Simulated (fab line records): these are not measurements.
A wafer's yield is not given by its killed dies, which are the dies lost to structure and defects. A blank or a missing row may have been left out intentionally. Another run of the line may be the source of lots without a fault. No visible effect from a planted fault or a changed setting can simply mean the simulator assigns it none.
fab line records	flow berkeleyCmos170
record: lots: 7	wafers: 21	lastDay: 12
route steps=331 shown SPACER@171 PSD@175 NSD@187 BACKSIDE@199 SDANNEAL@204
lots with no fault: from the same line, run without faults
startH: the number of hours between the record's first day and the start of the first shown wafer of the lot	waitH: hours since the lot's step before	" same as the row above	L1.1+2: several wafers, shown together as one row	- either no value or no given start	* or withheld: withheld	< > ~ a bound
route shown NAME@n: names a module that has steps shown in the file, with the first one's number in the route	usual: mean/standard deviation taken from wafers without a fault	same: alike in all rows	chamber/n: place in a boat	sites: the reading at each site	_std_site: the standard deviation of these	_edge_site: mean of outer sites minus mean of inner sites	radiusMm: how far each site lies from the wafer's centre	mask NAME#n: copy n	behind: the most recent tool/chamber to have shaped the wafer	hold: why the lot was held/for how many hours/how that ended	device: the transistor (n, p or np) that didn't switch	end of line: tests run on the same wafers once the route is complete	a step with no rows: only its recipe	killed: count of dies lost to structure and defects at first sort (not the wafer's yield)	map: shows each die of a wafer: x if killed, . if not, _ if none is there
set.NAME: the setting as run; set.NAME@STEP: as run at that earlier step	model.NAME: the simulator's own value behind a step, which no gauge read
lots seen at some steps along the route; tables by step, rows by wafer
services: when a tool's chamber went out of use (startH, in hours from the record's first day, below 0 if earlier), for how many hours, and the reason
== steps ==
step: UCB170_SPACER_CVD_00
recipe: material: SiO2	targetThkNm: 376	tempC: 390	precursor: TEOS/O2	timeS: 47	rfW: 550	pressureMtorr: 9000
usual: heaterPowerW: 282/70	rfFwdPowerW: 544.6/2.7
same: timeS: 47
lot.wafer	tool	chamber	startH	waitH	heaterPowerW	rfFwdPowerW
L424.1	pecvd-03	0	146.33	0.0	261	547.1
L424.3	"	2	"	"	255	548.5
L424.4	"	1	"	"	442	543.2
L426.3	pecvd-04	0	162.99	0.0	282	545.9
L426.5	"	0	"	"	292	543.9
L426.6	"	2	"	"	345	542.2
L425.2	pecvd-02	2	163.58	0.0	196	545.9
L425.3	"	1	"	"	376	548.0
L425.6	"	1	"	"	381	547.6
L429.3	pecvd-04	2	184.73	0.0	336	547.3
L429.4	"	2	"	"	351	544.3
L429.5	"	1	"	"	186	543.7
L432.2	pecvd-03	0	190.56	0.0	267	545.9
L432.3	"	2	"	"	285	546.5
L432.6	"	0	"	"	267	548.5
L431.3	pecvd-04	0	190.92	0.0	250	543.7
L431.5	"	1	"	"	188	541.2
L431.6	"	2	"	"	337	543.1
L446.2	pecvd-03	1	268.29	0.0	447	543.5
L446.5	"	0	"	"	219	549.1
L446.6	"	1	"	"	331	544.5
step: UCB170_SPACER_THK_MEAS_01
recipe: reads: SiO2_of_SPACER_CVD_00
usual: SPACER_TEOS_THK: 378/5.5
lot.wafer	tool	chamber	startH	waitH	SPACER_TEOS_THK[nm]
L424.1	filmMetro-04	-	146.38	0.0	376
L424.3	"	-	"	"	374
L424.4	"	-	"	"	380
L426.3	filmMetro-04	-	163.06	0.0	381
L426.5	"	-	"	"	389
L426.6	"	-	"	"	380
L425.2	filmMetro-04	-	163.63	0.0	378
L425.3	"	-	"	"	373
L425.6	"	-	"	"	376
L429.3	filmMetro-02	-	184.79	0.0	364
L429.4	"	-	"	"	376
L429.5	"	-	"	"	378
L432.2	filmMetro-02	-	190.61	0.0	374
L432.3	"	-	"	"	366
L432.6	"	-	"	"	372
L431.3	filmMetro-04	-	190.98	0.0	376
L431.5	"	-	"	"	385
L431.6	"	-	"	"	375
L446.2	filmMetro-01	-	268.35	0.0	368
L446.5	"	-	"	"	376
L446.6	"	-	"	"	374
step: UCB170_SPACER_ANNEAL_02
recipe: tempC: 900	timeS: 1800	ambient: N2
step: UCB170_SPACER_ETCHBACK_03
recipe: stopOn: Si	target: SiO2	chemistry: CHF3/CF4/Ar	CHF3_flow_sccm: 50	cf4FlowSccm: 10	Ar_flow_sccm: 120	pressureMtorr: 200	rfW: 500	targetDepthA: 3760	timeS: 100
usual: drypumpMotorCurrentA: 5.7/0.67	oesProductAu: 0.899/0.017	rfFwdPowerW: 497.4/1.6	throttleValvePct: 6.42/0.12
same: timeS: 100
lot.wafer	tool	chamber	startH	waitH	drypumpMotorCurrentA	oesProductAu	rfFwdPowerW	rfHoursCounterH	throttleValvePct
L424.1	rieDiel-01	0	151.96	0.0	6.4	0.926	498.3	136	6.25
L424.3	"	1	"	"	4.8	0.885	496.6	2	6.57
L424.4	"	3	"	"	4.8	0.906	497.0	4	6.61
L426.3	rieDiel-04	2	167.47	0.0	6.5	0.915	497.8	37	6.36
L426.5	"	0	"	"	6.4	0.900	498.0	-	6.36
L426.6	"	3	"	"	5.1	0.912	500.3	-	6.39
L425.2	rieDiel-01	3	167.54	0.1	4.8	0.906	497.9	5	6.62
L425.3	"	2	"	"	5.5	0.885	498.5	3	6.38
L425.6	"	3	"	"	4.9	0.902	497.4	-	6.63
L429.3	rieDiel-01	3	189.39	0.0	4.8	0.877	500.1	6	6.61
L429.4	"	1	"	"	4.8	0.892	496.0	3	6.58
L429.5	"	1	"	"	4.8	0.889	497.3	-	6.56
L432.2	rieDiel-02	0	198.65	0.0	6.2	0.909	498.4	34	6.35
L432.3	"	1	"	"	6.5	0.879	496.0	5	6.37
L432.6	"	3	"	"	5.7	0.877	495.7	-	6.33
L431.3	rieDiel-01	1	198.72	0.1	4.8	0.881	500.0	4	6.58
L431.5	"	3	"	"	4.8	0.913	495.7	-	6.60
L431.6	"	0	"	"	6.4	0.920	497.4	-	6.23
L446.2	rieDiel-04	3	275.08	0.0	5.1	0.888	498.6	91	6.39
L446.5	"	3	"	"	5.1	0.909	499.0	-	6.38
L446.6	"	0	"	"	6.4	0.873	496.7	-	6.35
step: UCB170_PSD_HMDS_00
recipe: primeTimeS: 60	primeTempC: 100
step: UCB170_PSD_COAT_01
recipe: resist: KrF	spinRpm: 1500	resistThkNm: 900
step: UCB170_PSD_SOFTBAKE_02
recipe: resist: KrF	tempC: 130	timeS: 60
step: UCB170_PSD_EXPOSE_03
recipe: maskId: PSELECT_MOD	na: 0.5	sigmaOuter: 0.6	sourceShape: conventional	targetCdNm: 1200	doseMj: 30
step: UCB170_PSD_PEB_04
recipe: pebTempC: 130	pebTimeS: withheld	resist: KrF
step: UCB170_PSD_DEVELOP_05
recipe: developer: TMAH	developTimeS: 45	resist: KrF	devTempC: 21
step: UCB170_PSD_CD_MEAS_06
recipe: targetCdNm: 1200
usual: cdNm: 1200.0/1.6
lot.wafer	tool	chamber	startH	waitH	cdNm
L424.1	cdSem-02	-	153.41	-	1197.3
L424.3	"	-	"	"	1198.0
L424.4	"	-	"	"	1196.9
L426.3	cdSem-02	-	170.11	-	1200.7
L426.5	"	-	"	"	1200.5
L426.6	"	-	"	"	1201.6
L425.2	cdSem-02	-	170.47	-	1199.0
L425.3	"	-	"	"	1198.8
L425.6	"	-	"	"	1198.5
L429.3	cdSem-01	-	190.53	-	1198.4
L429.4	"	-	"	"	1198.0
L429.5	"	-	"	"	1199.1
L432.2	cdSem-02	-	199.83	-	1202.6
L432.3	"	-	"	"	1200.5
L432.6	"	-	"	"	1199.7
L431.3	cdSem-02	-	200.09	-	1200.5
L431.5	"	-	"	"	1201.9
L431.6	"	-	"	"	1202.4
L446.2	cdSem-01	-	276.27	-	1201.9
L446.5	"	-	"	"	1202.0
L446.6	"	-	"	"	1200.8
step: UCB170_PSD_OVL_MEAS_07
usual: PSD_OVL: 2/6.8
lot.wafer	tool	chamber	startH	waitH	PSD_OVL[nm]
L424.1	overlay-02	-	153.53	0.1	6
L424.3	"	-	"	"	1
L424.4	"	-	"	"	1
L426.3	overlay-02	-	170.20	0.1	6
L426.5	"	-	"	"	1
L426.6	"	-	"	"	7
L425.2	overlay-02	-	170.58	0.1	2
L425.3	"	-	"	"	6
L425.6	"	-	"	"	5
L429.3	overlay-02	-	190.62	0.1	7
L429.4	"	-	"	"	5
L429.5	"	-	"	"	4
L432.2	overlay-01	-	199.93	0.1	9
L432.3	"	-	"	"	8
L432.6	"	-	"	"	5
L431.3	overlay-02	-	200.18	0.1	8
L431.5	"	-	"	"	3
L431.6	"	-	"	"	-2
L446.2	overlay-02	-	276.38	0.1	-3
L446.5	"	-	"	"	3
L446.6	"	-	"	"	2
step: UCB170_PSD_IMPLANT_08
recipe: species: B	doseCm2: 2.937e+15	energyKev: 20	tiltDeg: 7
usual: tiltDeg: 6.997/0.021
lot.wafer	tool	chamber	startH	waitH	tiltDeg
L424.1	implanter-04	0	153.56	0.0	6.971
L424.3	"	0	"	"	6.958
L424.4	"	0	"	"	6.962
L426.3	implanter-03	0	170.28	0.1	7.015
L426.5	"	0	"	"	7.003
L426.6	"	0	"	"	6.956
L425.2	implanter-03	0	170.63	0.0	7.834
L425.3	"	0	"	"	7.872
L425.6	"	0	"	"	7.880
L429.3	implanter-03	0	190.70	0.1	7.867
L429.4	"	0	"	"	7.859
L429.5	"	0	"	"	7.877
L432.2	implanter-01	0	199.99	0.0	7.009
L432.3	"	0	"	"	7.000
L432.6	"	0	"	"	6.997
L431.3	implanter-03	0	200.25	0.1	7.908
L431.5	"	0	"	"	7.911
L431.6	"	0	"	"	7.908
L446.2	implanter-01	0	276.43	0.0	7.006
L446.5	"	0	"	"	6.981
L446.6	"	0	"	"	7.007
step: UCB170_PSD_STRIP_09
recipe: chemistry: O2	powerW: 400	pressureMtorr: 3500	platenTempC: withheld	o2FlowSccm: 400	overashFraction: 0.5
step: UCB170_PSD_TW_MEAS_10
usual: PSD_TW: 2307/11
lot.wafer	tool	chamber	startH	waitH	PSD_TW
L424.1	filmMetro-01	-	153.81	0.1	2307
L424.3	"	-	"	"	2311
L424.4	"	-	"	"	2316
L426.3	filmMetro-02	-	170.50	0.1	2310
L426.5	"	-	"	"	2316
L426.6	"	-	"	"	2315
L425.2	filmMetro-01	-	170.87	0.1	2295
L425.3	"	-	"	"	2288
L425.6	"	-	"	"	2298
L429.3	filmMetro-01	-	190.92	0.1	2309
L429.4	"	-	"	"	2286
L429.5	"	-	"	"	2305
L432.2	filmMetro-02	-	200.22	0.1	2324
L432.3	"	-	"	"	2313
L432.6	"	-	"	"	2306
L431.3	filmMetro-03	-	200.47	0.1	2316
L431.5	"	-	"	"	2297
L431.6	"	-	"	"	2302
L446.2	filmMetro-03	-	276.67	0.1	2304
L446.5	"	-	"	"	2306
L446.6	"	-	"	"	2301
step: UCB170_PSD_CLEAN_11
recipe: chemistry: SPM	tempC: 120	timeS: 600
step: UCB170_NSD_HMDS_00
recipe: primeTimeS: 60	primeTempC: 100
step: UCB170_NSD_COAT_01
recipe: resist: KrF	spinRpm: 1500	resistThkNm: 900
step: UCB170_NSD_SOFTBAKE_02
recipe: resist: KrF	tempC: 130	timeS: 60
step: UCB170_NSD_EXPOSE_03
recipe: maskId: NSELECT_MOD	na: 0.5	sigmaOuter: 0.6	sourceShape: conventional	targetCdNm: 1200	doseMj: 30
step: UCB170_NSD_PEB_04
recipe: pebTempC: 130	pebTimeS: withheld	resist: KrF
step: UCB170_NSD_DEVELOP_05
recipe: developer: TMAH	developTimeS: 45	resist: KrF	devTempC: 21
step: UCB170_NSD_CD_MEAS_06
recipe: targetCdNm: 1200
usual: cdNm: 1200.1/1.4
lot.wafer	tool	chamber	startH	waitH	cdNm
L424.1	cdSem-01	-	155.20	-	1199.2
L424.3	"	-	"	"	1198.9
L424.4	"	-	"	"	1198.8
L426.3	cdSem-02	-	172.76	-	1198.0
L426.5	"	-	"	"	1199.5
L426.6	"	-	"	"	1198.5
L425.2	cdSem-02	-	172.99	-	1199.5
L425.3	"	-	"	"	1198.5
L425.6	"	-	"	"	1199.4
L429.3	cdSem-02	-	192.08	-	1200.4
L429.4	"	-	"	"	1200.8
L429.5	"	-	"	"	1200.6
L432.2	cdSem-02	-	201.92	-	1201.7
L432.3	"	-	"	"	1201.6
L432.6	"	-	"	"	1201.3
L431.3	cdSem-02	-	202.30	-	1198.0
L431.5	"	-	"	"	1199.0
L431.6	"	-	"	"	1198.7
L446.2	cdSem-02	-	278.08	-	1201.3
L446.5	"	-	"	"	1200.0
L446.6	"	-	"	"	1200.4
step: UCB170_NSD_OVL_MEAS_07
usual: NSD_OVL: 2/5.5
lot.wafer	tool	chamber	startH	waitH	NSD_OVL[nm]
L424.1	overlay-02	-	155.32	0.1	10
L424.3	"	-	"	"	4
L424.4	"	-	"	"	8
L426.3	overlay-01	-	172.85	0.1	8
L426.5	"	-	"	"	7
L426.6	"	-	"	"	1
L425.2	overlay-02	-	173.10	0.1	15
L425.3	"	-	"	"	10
L425.6	"	-	"	"	5
L429.3	overlay-02	-	192.18	0.1	-1
L429.4	"	-	"	"	0
L429.5	"	-	"	"	4
L432.2	overlay-02	-	202.03	0.1	-4
L432.3	"	-	"	"	2
L432.6	"	-	"	"	5
L431.3	overlay-02	-	202.40	0.1	-1
L431.5	"	-	"	"	-6
L431.6	"	-	"	"	-12
L446.2	overlay-01	-	278.18	0.1	7
L446.5	"	-	"	"	11
L446.6	"	-	"	"	11
step: UCB170_NSD_IMPLANT_08
recipe: species: P	doseCm2: 3e+15	energyKev: 39.22	tiltDeg: 7
step: UCB170_NSD_STRIP_09
recipe: chemistry: O2	powerW: 400	pressureMtorr: 3500	platenTempC: withheld	o2FlowSccm: 400	overashFraction: 0.5
usual: drypumpMotorCurrentA: 5.79/0.28	oesProductAu: 0.537/0.0045	stripTimeToEndpointS: 35.58/0.09
lot.wafer	tool	chamber	startH	waitH	drypumpMotorCurrentA	oesProductAu	rfHoursCounterH	stripTimeToEndpointS
L424.1	plasmaAsher-03	1	155.51	0.1	5.55	0.545	4	35.74
L424.3	"	1	"	"	5.56	0.534	-	35.72
L424.4	"	0	"	"	5.61	0.535	-	35.72
L426.3	plasmaAsher-04	0	173.13	0.1	5.65	0.540	-	35.67
L426.5	"	0	"	"	5.64	0.529	-	35.64
L426.6	"	1	"	"	6.06	0.534	-	35.68
L425.2	plasmaAsher-02	0	173.28	0.1	6.35	0.540	40	35.67
L425.3	"	1	"	"	5.73	0.535	-	35.66
L425.6	"	1	"	"	5.71	0.534	-	35.69
L429.3	plasmaAsher-03	0	192.38	0.1	5.61	0.529	-	35.55
L429.4	"	1	"	"	5.55	0.540	-	35.60
L429.5	"	0	"	"	5.62	0.534	-	35.59
L432.2	plasmaAsher-04	0	202.21	0.1	5.64	0.535	46	35.36
L432.3	"	0	"	"	5.66	0.536	-	35.42
L432.6	"	1	"	"	6.05	0.541	-	35.42
L431.3	plasmaAsher-04	0	202.60	0.1	5.66	0.542	-	35.51
L431.5	"	1	"	"	6.06	0.542	-	35.63
L431.6	"	0	"	"	5.64	0.532	-	35.60
L446.2	plasmaAsher-03	0	278.36	0.1	5.61	0.532	16	35.44
L446.5	"	1	"	"	5.60	0.539	-	35.44
L446.6	"	0	"	"	5.62	0.535	-	35.44
step: UCB170_NSD_TW_MEAS_10
usual: NSD_TW: 4150/16
lot.wafer	tool	chamber	startH	waitH	NSD_TW
L424.1	filmMetro-01	-	155.61	0.1	4163
L424.3	"	-	"	"	4158
L424.4	"	-	"	"	4141
L426.3	filmMetro-02	-	173.22	0.1	4145
L426.5	"	-	"	"	4148
L426.6	"	-	"	"	4152
L425.2	filmMetro-02	-	173.39	0.1	4151
L425.3	"	-	"	"	4150
L425.6	"	-	"	"	4177
L429.3	filmMetro-03	-	192.47	0.1	4169
L429.4	"	-	"	"	4142
L429.5	"	-	"	"	4165
L432.2	filmMetro-02	-	202.32	0.1	4157
L432.3	"	-	"	"	4174
L432.6	"	-	"	"	4176
L431.3	filmMetro-03	-	202.69	0.1	4155
L431.5	"	-	"	"	4163
L431.6	"	-	"	"	4158
L446.2	filmMetro-03	-	278.47	0.1	4139
L446.5	"	-	"	"	4120
L446.6	"	-	"	"	4137
step: UCB170_NSD_CLEAN_11
recipe: chemistry: SPM	tempC: 120	timeS: 600
step: UCB170_BACKSIDE_HMDS_00
recipe: primeTimeS: 60	primeTempC: 100
step: UCB170_BACKSIDE_COAT_01
recipe: resist: KrF	spinRpm: 1500	resistThkNm: 900
step: UCB170_BACKSIDE_SOFTBAKE_02
recipe: resist: KrF	tempC: 130	timeS: 60
step: UCB170_BACKSIDE_STRIP_03
recipe: chemistry: O2	powerW: 400	pressureMtorr: 3500	platenTempC: withheld	o2FlowSccm: 400	overashFraction: 0.5
usual: drypumpMotorCurrentA: 5.8/0.36	oesProductAu: 0.734/0.0048	stripTimeToEndpointS: 22.01/0.064
lot.wafer	tool	chamber	startH	waitH	drypumpMotorCurrentA	oesProductAu	rfHoursCounterH	stripTimeToEndpointS
L424.1	plasmaAsher-01	1	156.55	0.1	5.3	0.737	42	21.93
L424.3	"	1	"	"	5.3	0.734	-	22.03
L424.4	"	0	"	"	6.0	0.745	-	22.01
L426.3	plasmaAsher-04	0	173.99	0.1	5.6	0.743	-	21.99
L426.5	"	1	"	"	6.1	0.728	-	21.90
L426.6	"	0	"	"	5.6	0.732	-	22.03
L425.2	plasmaAsher-02	1	174.23	0.1	5.7	0.735	40	22.02
L425.3	"	1	"	"	5.7	0.730	-	22.06
L425.6	"	1	"	"	5.7	0.725	-	22.00
L429.3	plasmaAsher-04	1	193.28	0.1	6.1	0.737	-	22.00
L429.4	"	0	"	"	5.6	0.728	-	21.96
L429.5	"	0	"	"	5.6	0.741	-	21.95
L432.2	plasmaAsher-01	1	202.99	0.1	5.4	0.733	48	22.01
L432.3	"	1	"	"	5.3	0.741	-	22.01
L432.6	"	0	"	"	6.0	0.727	-	22.06
L431.3	plasmaAsher-02	0	203.44	0.1	6.3	0.731	-	22.04
L431.5	"	1	"	"	5.7	0.738	-	22.10
L431.6	"	0	"	"	6.4	0.731	-	21.99
L446.2	plasmaAsher-02	1	279.33	0.1	5.8	0.736	51	22.14
L446.5	"	0	"	"	6.3	0.730	-	22.02
L446.6	"	1	"	"	5.7	0.739	-	22.07
step: UCB170_BACKSIDE_CLEAN_04
recipe: chemistry: SPM	tempC: 120	timeS: 600
step: UCB170_SDANNEAL_RTA_00
recipe: tempC: 900	timeS: 10	ambient: N2
step: UCB170_SDANNEAL_RTA_01
recipe: tempC: 1050	timeS: 5	ambient: N2
usual: annealTempCMax: 1055.4/1.8	lampPowerPct: 35.8/1.3	wafer_temp_C_max: 1053.0/0.7
same: timeS: 5
lot.wafer	tool	chamber	startH	waitH	annealTempCMax	lampPowerPct	wafer_temp_C_max
L424.1	rtpAnneal-01	0	156.90	0.1	1057.2	34.3	1052.6
L424.3	"	0	"	"	1057.9	34.4	1053.2
L424.4	"	0	"	"	1056.7	34.3	1054.0
L426.3	rtpAnneal-02	0	174.32	0.1	1053.9	37.1	1052.4
L426.5	"	0	"	"	1053.6	37.0	1053.7
L426.6	"	0	"	"	1054.4	37.1	1053.7
L425.2	rtpAnneal-02	0	174.67	0.1	1055.0	37.1	1052.1
L425.3	"	0	"	"	1054.9	37.0	1055.4
L425.6	"	0	"	"	1054.9	37.1	1053.7
L429.3	rtpAnneal-02	0	193.61	0.1	1054.1	37.0	1053.4
L429.4	"	0	"	"	1053.3	37.1	1053.1
L429.5	"	0	"	"	1055.4	37.0	1052.1
L432.2	rtpAnneal-02	0	203.34	0.1	1053.3	37.1	1053.0
L432.3	"	0	"	"	1054.2	37.1	1053.3
L432.6	"	0	"	"	1054.7	37.1	1053.8
L431.3	rtpAnneal-01	0	203.79	0.1	1059.2	34.3	1051.7
L431.5	"	0	"	"	1057.3	34.3	1052.8
L431.6	"	0	"	"	1057.7	34.3	1052.8
L446.2	rtpAnneal-02	0	279.68	0.1	1054.2	37.0	1052.3
L446.5	"	0	"	"	1054.5	37.1	1052.3
L446.6	"	0	"	"	1054.6	37.0	1052.7
step: UCB170_SDANNEAL_RS_MEAS_02
recipe: thkMeasGauge: four-point-probe
usual: PSD_RS: 76.7/0.31
lot.wafer	tool	chamber	startH	waitH	PSD_RS[ohm/sq]
L424.1	filmMetro-01	-	156.95	0.0	76.8
L424.3	"	-	"	"	76.7
L424.4	"	-	"	"	76.7
L426.3	filmMetro-02	-	174.40	0.1	77.3
L426.5	"	-	"	"	77.1
L426.6	"	-	"	"	77.2
L425.2	filmMetro-02	-	174.86	0.2	-
L425.3	"	-	"	"	-
L425.6	"	-	"	"	-
L429.3	filmMetro-01	-	193.69	0.1	-
L429.4	"	-	"	"	-
L429.5	"	-	"	"	-
L432.2	filmMetro-02	-	203.41	0.1	76.5
L432.3	"	-	"	"	76.6
L432.6	"	-	"	"	76.3
L431.3	filmMetro-03	-	203.87	0.1	-
L431.5	"	-	"	"	-
L431.6	"	-	"	"	-
L446.2	filmMetro-02	-	279.75	0.1	76.1
L446.5	"	-	"	"	76.2
L446.6	"	-	"	"	76.2
step: UCB170_SDANNEAL_RS_MEAS_03
recipe: thkMeasGauge: four-point-probe
usual: NSD_RS: 37.45/0.092
lot.wafer	tool	chamber	startH	waitH	NSD_RS[ohm/sq]
L424.1	filmMetro-01	-	157.07	0.1	37.40
L424.3	"	-	"	"	37.34
L424.4	"	-	"	"	37.41
L426.3	filmMetro-02	-	174.52	0.1	37.42
L426.5	"	-	"	"	37.48
L426.6	"	-	"	"	37.42
L425.2	filmMetro-02	-	174.98	0.1	37.44
L425.3	"	-	"	"	37.54
L425.6	"	-	"	"	37.49
L429.3	filmMetro-01	-	193.81	0.1	37.49
L429.4	"	-	"	"	37.47
L429.5	"	-	"	"	37.46
L432.2	filmMetro-02	-	203.53	0.1	37.60
L432.3	"	-	"	"	37.64
L432.6	"	-	"	"	37.49
L431.3	filmMetro-03	-	203.99	0.1	37.47
L431.5	"	-	"	"	37.48
L431.6	"	-	"	"	37.47
L446.2	filmMetro-02	-	279.87	0.1	37.62
L446.5	"	-	"	"	37.55
L446.6	"	-	"	"	37.62
== services ==
tool	chamber	startH	hours	kind
implanter-01	-	133.06	4.4	repair
rieDiel-04	-	133.45	0.4	repair
implanter-01	-	135.15	45.7	repair
plasmaAsher-04	-	140.39	13.0	repair
implanter-01	-	143.83	2.6	repair
pecvd-04	1	163.73	6.0	repair
rieDiel-02	-	172.64	2.8	pm
rieDiel-04	1	174.25	3.1	repair
implanter-04	-	178.01	2.5	pm
rieDiel-04	-	195.02	15.6	pm
implanter-01	-	196.81	1.3	repair
rieDiel-02	1	207.48	3.6	repair
implanter-03	-	214.18	1.7	repair
implanter-04	-	215.39	1.8	repair
plasmaAsher-02	-	220.74	6.0	repair
rieDiel-04	0	222.63	2.7	repair
implanter-03	-	225.61	2.5	pm
rieDiel-01	0	228.48	-	clean
pecvd-02	-	242.50	14.0	pm
rieDiel-04	1	243.02	8.8	repair
rieDiel-04	0	247.68	3.8	repair
rieDiel-01	1	256.85	9.6	repair
plasmaAsher-03	-	265.03	10.4	repair
implanter-03	-	277.86	2.5	repair
== key ==
firstSign: step: UCB170_PSD_IMPLANT_08	reading: tiltDeg	direction: up	sigmas: 43	usual: 6.997	struck: 7.880
effect: step: UCB170_SDANNEAL_RS_MEAS_02	reading: PSD_RS	direction: missing
metAt UCB170_PSD_IMPLANT_08
struckWafers L425.2,L425.3,L425.6,L429.3,L429.4,L429.5,L431.3,L431.5,L431.6
sortLeftOut L425.2,L425.3,L425.6
testerLeftOut L425,L429,L431
onsetBetween 170.28 170.63
fault: kind: processParameterDrift	tool: implanter-03	chamber: -	onsetH: 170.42	steps: UCB170_PSD_IMPLANT_08	channel: tiltDeg	offset: 0.89185	shape: step	endH: 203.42	actsIn: theseRecipesOnly	stated: 7
testerLeftOut: of these lots the tester's yield and bins aren't shown, on N5 and GAA mostly nor the transistor test; their killed dies are dies lost to structure and defects alone, not to doping, threshold or leakage, so they don't give the yield
sortLeftOut: the simulated sort isn't trusted on such a fault, so these wafers' sort isn't shown, and their yield isn't known
